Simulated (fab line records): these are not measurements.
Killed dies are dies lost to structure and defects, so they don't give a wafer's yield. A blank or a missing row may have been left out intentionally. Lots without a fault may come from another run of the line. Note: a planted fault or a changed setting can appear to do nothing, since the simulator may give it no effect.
Which tool did it? :: flow berkeley cmos170 :: 14 lots (42 wafers sampled), 1 step of a 331-step route

## WHAT THE GAUGES READ, wafer by wafer
Not one reading of a measure or inspect step in the record can be checked against a usual standard deviation.

## TOOL THAT RAN EACH LOT (tool first, then ch and the chambers of the sampled wafers, then the start)
lot: L619
UCB170_CONTACT_ETCH_17: rie diel-04 ch 1,3, day 8 18:29

lot: L624
UCB170_CONTACT_ETCH_17: rie diel-04 ch 0,1,3, day 9 10:34

lot: L623
UCB170_CONTACT_ETCH_17: rie diel-03 ch 0,1,2, day 9 12:16

lot: L622
UCB170_CONTACT_ETCH_17: rie diel-04 ch 0,1,3, day 9 12:38

lot: L628
UCB170_CONTACT_ETCH_17: rie diel-04 ch 1,2,3, day 10 06:22

lot: L630
UCB170_CONTACT_ETCH_17: rie diel-04 ch 0,1,2, day 10 09:23

lot: L626
UCB170_CONTACT_ETCH_17: rie diel-01 ch 0,1, day 10 09:33

lot: L625
UCB170_CONTACT_ETCH_17: rie diel-01 ch 0,1,2, day 10 09:49

lot: L634
UCB170_CONTACT_ETCH_17: rie diel-01 ch 0,2, day 11 13:23

lot: L636
UCB170_CONTACT_ETCH_17: rie diel-03 ch 1,2,3, day 11 15:34

lot: L637
UCB170_CONTACT_ETCH_17: rie diel-03 ch 0,2, day 11 23:40

lot: L639
UCB170_CONTACT_ETCH_17: rie diel-01 ch 0,3, day 12 00:00

lot: L641
UCB170_CONTACT_ETCH_17: rie diel-01 ch 0,2, day 12 18:27

lot: L642
UCB170_CONTACT_ETCH_17: rie diel-04 ch 0,1,3, day 13 01:52
- UCB170_CONTACT_ETCH_17: etches BARC in N2/H2.

## WHAT THE TOOLS THEMSELVES READ (means of the sampled wafers that have a number; where no wafer has one, the mark that the record gives instead)
UCB170_CONTACT_ETCH_17.
lot: L619
tool: rie diel-04
chamber pressure mTorr (mTorr): 29.969
drypump motor current A (A): 5.3
oes product au (a.u.): 0.985
throttle valve pct (%): 13.40

lot: L624
tool: rie diel-04
chamber pressure mTorr (mTorr): 30.018
drypump motor current A (A): 5.2
oes product au (a.u.): 0.976
throttle valve pct (%): 13.37

lot: L623
tool: rie diel-03
chamber pressure mTorr (mTorr): 30.001
drypump motor current A (A): 6.1
oes product au (a.u.): 1.011
throttle valve pct (%): 13.26

lot: L622
tool: rie diel-04
chamber pressure mTorr (mTorr): 29.995
drypump motor current A (A): 5.2
oes product au (a.u.): 0.972
throttle valve pct (%): 13.37

lot: L628
tool: rie diel-04
chamber pressure mTorr (mTorr): 31.973
drypump motor current A (A): 5.2
oes product au (a.u.): 0.963
throttle valve pct (%): 13.36

lot: L630
tool: rie diel-04
chamber pressure mTorr (mTorr): 31.999
drypump motor current A (A): 5.1
oes product au (a.u.): 0.970
throttle valve pct (%): 13.33

lot: L626
tool: rie diel-01
chamber pressure mTorr (mTorr): 29.999
drypump motor current A (A): 5.9
oes product au (a.u.): 0.986
throttle valve pct (%): 13.14

lot: L625
tool: rie diel-01
chamber pressure mTorr (mTorr): 29.987
drypump motor current A (A): 5.7
oes product au (a.u.): 0.999
throttle valve pct (%): 13.27

lot: L634
tool: rie diel-01
chamber pressure mTorr (mTorr): 29.974
drypump motor current A (A): 6.1
oes product au (a.u.): 1.021
throttle valve pct (%): 13.40

lot: L636
tool: rie diel-03
chamber pressure mTorr (mTorr): 29.996
drypump motor current A (A): 5.8
oes product au (a.u.): 1.008
throttle valve pct (%): 13.36

lot: L637
tool: rie diel-03
chamber pressure mTorr (mTorr): 30.001
drypump motor current A (A): 5.8
oes product au (a.u.): 1.010
throttle valve pct (%): 13.29

lot: L639
tool: rie diel-01
chamber pressure mTorr (mTorr): 29.995
drypump motor current A (A): 5.5
oes product au (a.u.): 1.004
throttle valve pct (%): 13.48

lot: L641
tool: rie diel-01
chamber pressure mTorr (mTorr): 30.004
drypump motor current A (A): 6.2
oes product au (a.u.): 1.012
throttle valve pct (%): 13.26

lot: L642
tool: rie diel-04
chamber pressure mTorr (mTorr): 30.010
drypump motor current A (A): 5.2
oes product au (a.u.): 0.972
throttle valve pct (%): 13.37

## THE ANSWER, worked out from the rows above alone
Rule: the lots themselves supply what counts as usual. The widest of any qualifying gaps counts: lots, ordered by their means at a reading, are off when they make up no more than a third of the lots, leave a main group of 4 or more, and stand apart from it by 3 or more times the standard deviation of that group's means. The tables above print the reading to a certain number of digits; a main group whose means all agree to those digits is not used. A lot without any number at a reading at which 4 lots or more have one is off too. Any other lot the step has rows for is counted as sound. The gauges are gone through in route order, then the tools' own readings, and for those a lot's mean is taken as printed above. At the first step where some lot is off, the reading lying furthest off is the one used; lots without a number count as furthest.
Off, at UCB170_CONTACT_ETCH_17 on chamber pressure mTorr: L628, L630. The main group has a mean of 29.996 mTorr with a standard deviation of 0.013.
If a tool, at that step or one of the process steps before it, ran each lot that is off and ran no sound lot following the first of them, it fits. No candidate that was tried fits.

## WHAT HAD BEEN PUT IN BY THE SIMULATOR
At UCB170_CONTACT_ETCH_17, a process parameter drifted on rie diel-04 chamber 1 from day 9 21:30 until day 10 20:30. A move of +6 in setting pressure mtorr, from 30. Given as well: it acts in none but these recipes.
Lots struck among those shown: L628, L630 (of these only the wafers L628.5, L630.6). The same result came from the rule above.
